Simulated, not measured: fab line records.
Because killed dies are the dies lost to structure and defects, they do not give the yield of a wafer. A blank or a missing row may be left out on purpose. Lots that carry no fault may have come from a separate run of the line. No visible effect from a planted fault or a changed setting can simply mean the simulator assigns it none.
Which tool is to blame?	flow berkeley_cmos170	39 wafers from 13 lots sampled at 5 of the route's 331 steps

WHAT THE GAUGES SHOWED, per wafer
UCB170_START_THK_MEAS_03. Usual: START_OXIDE_THK 20.1 nm, standard deviation 0.35.
lot	measured	on	START_OXIDE_THK (nm)	flag
L403	day 1 17:02	film_metro-01	19.9 20.3 19.7	
L402	day 1 17:04	film_metro-02	19.6 19.6 19.5	
L405	day 2 06:13	film_metro-02	20.7 20.6 20.8	
L407	day 2 12:50	film_metro-02	19.3 19.4 19.6	
L406	day 2 12:51	film_metro-01	20.2 20.0 19.8	
L408	day 2 23:54	film_metro-01	20.3 20.0 20.0	
L410	day 3 06:52	film_metro-02	20.3 20.4 19.7	
L411	day 3 11:22	film_metro-01	20.2 20.0 20.0	
L412	day 3 17:14	film_metro-01	20.2 19.9 20.2	
L413	day 3 23:04	film_metro-01	20.0 19.7 20.0	
L414	day 4 03:12	film_metro-02	20.2 20.3 20.3	
L415	day 4 08:25	film_metro-01	20.9 21.0 20.8	
L422	day 5 16:28	film_metro-01	19.8 19.6 19.7	

UCB170_FIELD_THK_MEAS_90. Usual: FIELD_OXIDE_LEFT_1_THK 439 nm, standard deviation 8.4.
lot	measured	on	FIELD_OXIDE_LEFT_1_THK (nm)	flag
L403	day 6 02:13	film_metro-02	450 448 449	
L402	day 6 02:14	film_metro-03	448 451 448	
L405	day 6 11:44	film_metro-02	447 450 443	
L407	day 6 11:45	film_metro-03	439 438 449	
L406	day 6 15:50	film_metro-03	445 435 437	
L408	day 7 04:20	film_metro-03	438 439 442	
L410	day 7 12:07	film_metro-03	433 440 433	
L411	day 7 12:05	film_metro-02	440 453 449	
L412	day 7 20:08	film_metro-03	434 435 444	
L413	day 8 09:57	film_metro-04	431 420 424	
L414	day 8 09:57	film_metro-02	430 427 432	
L415	day 8 09:57	film_metro-03	448 443 444	
L422	day 9 23:08	film_metro-04	455 467 463	

UCB170_PVT_TW_MEAS_09. Usual: PVT_TW 507.2, standard deviation 2.3.
lot	measured	on	PVT_TW	flag
L403	day 6 22:49	film_metro-02	505.9 506.8 507.8	
L402	day 6 22:20	film_metro-03	509.0 509.3 506.4	
L405	day 7 11:18	film_metro-03	511.2 513.8 509.9	
L407	day 7 11:05	film_metro-02	511.1 510.7 507.9	
L406	day 7 11:41	film_metro-02	507.3 506.7 506.3	
L408	day 8 00:22	film_metro-03	507.0 506.7 506.5	
L410	day 8 09:29	film_metro-04	506.8 504.2 504.1	
L411	day 8 09:19	film_metro-04	502.9 499.4 501.4	
L412	day 8 21:14	film_metro-02	507.7 509.2 509.9	
L413	day 9 08:28	film_metro-02	508.7 507.9 508.3	
L414	day 9 08:11	film_metro-04	506.9 508.0 506.9	
L415	day 9 07:54	film_metro-04	503.7 504.8 507.8	
L422	day 10 22:50	film_metro-04	509.1 505.7 507.8	

UCB170_FIELD_THK_MEAS_91. Usual: FIELD_OXIDE_LEFT_2_THK 350 nm, standard deviation 8.4.
lot	measured	on	FIELD_OXIDE_LEFT_2_THK (nm)	flag
L403	day 6 22:56	film_metro-03	362 360 361	
L402	day 6 22:28	film_metro-03	358 362 359	
L405	day 7 11:29	film_metro-02	359 361 355	
L407	day 7 11:22	film_metro-03	351 350 362	
L406	day 7 12:05	film_metro-03	357 347 349	
L408	day 8 00:52	film_metro-03	349 351 354	
L410	day 8 09:40	film_metro-02	344 351 343	
L411	day 8 09:26	film_metro-03	352 364 361	
L412	day 8 22:58	film_metro-03	347 347 357	
L413	day 9 08:35	film_metro-04	343 333 337	
L414	day 9 08:19	film_metro-03	342 339 344	
L415	day 9 08:01	film_metro-03	358 355 355	
L422	day 10 22:58	film_metro-02	368 378 376	

TOOL THAT RAN EACH LOT (tool first, then ch and the chambers of the sampled wafers, then the start)
lot	UCB170_FIELD_WET_ETCH_04
L403	wet_bench-02 ch 1, day 5 22:19
L402	wet_bench-02 ch 0, day 5 22:19
L405	wet_bench-02 ch 0, day 6 08:09
L407	wet_bench-02 ch 2, day 6 08:09
L406	wet_bench-02 ch 1, day 6 11:56
L408	wet_bench-04 ch 1, day 7 00:27
L410	wet_bench-02 ch 2, day 7 08:04
L411	wet_bench-02 ch 2, day 7 08:04
L412	wet_bench-02 ch 0, day 7 16:11
L413	wet_bench-01 ch 1, day 8 06:24
L414	wet_bench-01 ch 0, day 8 06:24
L415	wet_bench-01 ch 1, day 8 06:24
L422	wet_bench-02 ch 3, day 9 19:35
- UCB170_FIELD_WET_ETCH_04: etches SiO2 in dHF, time 60 s.

WHAT THE TOOLS THEMSELVES READ (means of the sampled wafers that have a number; where no wafer has one, the mark that the record gives instead)
UCB170_FIELD_WET_ETCH_04. Usual: 88 s for run_length_s, sd 3.2.
lot	tool	run_length_s (s)	flag
L403	wet_bench-02	92	
L402	wet_bench-02	93	
L405	wet_bench-02	86	
L407	wet_bench-02	86	
L406	wet_bench-02	86	
L408	wet_bench-04	94	
L410	wet_bench-02	92	
L411	wet_bench-02	93	
L412	wet_bench-02	86	
L413	wet_bench-01	85	
L414	wet_bench-01	87	
L415	wet_bench-01	86	
L422	wet_bench-02	52	OFF

THE ANSWER, worked out from the rows above alone
Rule: a lot counts as off when the mean over its wafers that have a number is more than 3 standard deviations away from the usual mean. A lot without any number at a reading at which 4 lots or more have one is off too. Where the step has rows for the other lots, those lots are counted as sound. After the gauges, taken in route order, come the tools' own readings; for these a lot's mean is taken, as printed above. The first step at which some lot is off is used, and at that step the reading that is off furthest; a lot without a number counts as furthest.
Off at UCB170_FIELD_WET_ETCH_04 (run_length_s): L422.
A tool fits if, at that step or a process step before it, it ran every lot that is off, and no sound lot after the first of them. One fits: UCB170_FIELD_WET_ETCH_04 on wet_bench-02. A fault onset in the window from L412 (day 7 16:11, its last sound lot) to L422 (day 9 19:35, its first lot off) fits.
On the lots that are off, the tool's own readings at UCB170_FIELD_WET_ETCH_04 differ by more than 5 times the standard deviation of the sound lots' means, which bears it out; run_length_s reads 52 s there versus 89 s on the sound lots.

WHAT HAD BEEN PUT IN BY THE SIMULATOR
wet_bench-02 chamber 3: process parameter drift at UCB170_FIELD_WET_ETCH_04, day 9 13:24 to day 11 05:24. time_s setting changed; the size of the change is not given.
Shown lots that were struck: L422. This agrees with what the rule above found.
